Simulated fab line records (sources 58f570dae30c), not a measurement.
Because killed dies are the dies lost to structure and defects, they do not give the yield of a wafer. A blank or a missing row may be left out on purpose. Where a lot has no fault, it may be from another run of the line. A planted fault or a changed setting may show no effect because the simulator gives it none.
What tool caused it?    flow berkeley cmos170    7 lots (21 wafers sampled), 1 step of a 331-step route

## WHAT THE GAUGES SHOWED, per wafer
UCB170_CONTACT_CD_MEAS_15 targets a cd of 700 nm.
lot   measured      on         cd nm (nm)
L156  day 7 09:25   cd sem-02  699.6 700.6 699.8
L160  day 8 14:38   cd sem-02  698.4 699.1 699.5
L169  day 10 01:17  cd sem-01  698.9 700.5 700.3
L166  day 10 01:53  cd sem-01  699.5 699.0 698.9
L170  day 10 04:06  cd sem-02  700.4 699.5 698.8
L172  day 10 15:53  cd sem-02  697.9 700.1 699.6
L176  day 11 16:07  cd sem-02  700.1 700.0 700.0

## WHICH TOOL RAN EACH LOT (tool, then ch and the chambers of the sampled wafers, then the start)
Before these readings, the record contains no process step.

## THE ANSWER, worked out from the rows above alone
Rule: usual is defined by the lots themselves. The widest of any qualifying gaps counts: lots, ordered by their means at a reading, are off when they make up no more than a third of the lots, leave a main group of 4 or more, and stand apart from it by 3 or more times the standard deviation of that group's means. A main group is skipped when, at the precision printed for the reading in the tables above, its means are all equal. Also off: a lot with no number at a reading for which 4 or more lots have one. Any other lot the step has rows for is counted as sound.
None of the lots is off at any reading shown; this tells nothing.

## WHAT HAD BEEN PUT IN BY THE SIMULATOR
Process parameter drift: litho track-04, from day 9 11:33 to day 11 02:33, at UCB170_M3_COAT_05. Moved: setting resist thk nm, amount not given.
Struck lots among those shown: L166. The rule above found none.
